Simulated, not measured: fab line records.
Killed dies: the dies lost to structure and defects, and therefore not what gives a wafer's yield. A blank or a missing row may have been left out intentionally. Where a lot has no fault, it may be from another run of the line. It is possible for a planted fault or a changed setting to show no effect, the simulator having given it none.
A struck lot beside a sound one -- flow ritCmos -- 14 out of 202 route steps
Sound: wafers L263.2, L263.3, L263.6. The struck wafers were L265.2, L265.3, L265.6. The cause is given at the end.
Each step with rows lists, per side, the tool, then ch with its chambers, then its first start. Under that, the readings that differ: sound wafers -- struck wafers -- difference of the means -- sigmas: that difference in standard deviations of wafers without a fault.
alike: readings whose means differ by less than 2 such deviations, and words and numbers that are the same on both sides. not compared: withheld readings, readings that some wafer has no value for, bounds like >300 that may hide the same value, and numbers for which the record gives no deviation and whose values overlap.
A row with sigmas, a row that says differs or no value, or rows on one side alone: a step with any of these is where the two part. When numbers do not overlap yet have no deviation, they are printed without sigmas and do not part them. Lack of a reading on every wafer of one side parts them only where that side has two or more wafers.

first, 2 steps without rows for these wafers: RIT_NRETRO_PEB_04; RIT_NRETRO_DEVELOP_05 (develop time 68 s).
RIT_NRETRO_OVL_MEAS_06:
  struck on overlay-02, day 5 01:08; sound on overlay-01, day 4 13:41
  alike: NRETRO_OVL
then, 2 steps without rows for these wafers: RIT_NRETRO_HARDBAKE_07 (time 120 s); RIT_NRETRO_IMPLANT_08.
RIT_NRETRO_STRIP_09: strips in O2, time 180 s.
  sound on plasmaAsher-02 ch 0,1, day 4 14:07; struck on plasmaAsher-04 ch 1, day 5 01:34
reading,sound,struck,difference,sigmas
drypumpMotorCurrentA (A),6.1 6.1 5.2,6.6 6.7 6.7,+0.9,+2
  not compared: rfHoursCounterH
RIT_NRETRO_TW_MEAS_10:
  struck on filmMetro-03, day 5 01:45; sound on filmMetro-03, day 4 14:17
  alike: NRETRO_TW
then, 5 steps without rows for these wafers: RIT_PRETRO_HMDS_00 (prime time 60 s); RIT_PRETRO_COAT_01 (resist thk 1300 nm); RIT_PRETRO_SOFTBAKE_02 (time 60 s); RIT_PRETRO_EXPOSE_03 (exposes mask M5, target cd 43700 nm); RIT_PRETRO_PEB_04.
RIT_PRETRO_DEVELOP_05: develop time 68 s.
  struck on lithoTrack-01, day 5 02:00; sound on lithoTrack-04 ch 0, day 4 15:00
  no value came back on the struck wafers for chillPlateTempC (C), developTimeS (s), developerTempC (C); on the sound wafers chillPlateTempC (C) reads 22.90 22.84 22.94
RIT_PRETRO_OVL_MEAS_06:
  struck on overlay-01, day 5 02:49; sound on overlay-02, day 4 15:24
reading,sound,struck,difference,sigmas
PRETRO_OVL (nm),0.9 1.8 0.9,- - -,no value on the struck wafers,

## WHERE THEY PART
Earliest at RIT_NRETRO_STRIP_09; latest, in this record, at RIT_PRETRO_OVL_MEAS_06.

WHY: the cause the simulator had injected
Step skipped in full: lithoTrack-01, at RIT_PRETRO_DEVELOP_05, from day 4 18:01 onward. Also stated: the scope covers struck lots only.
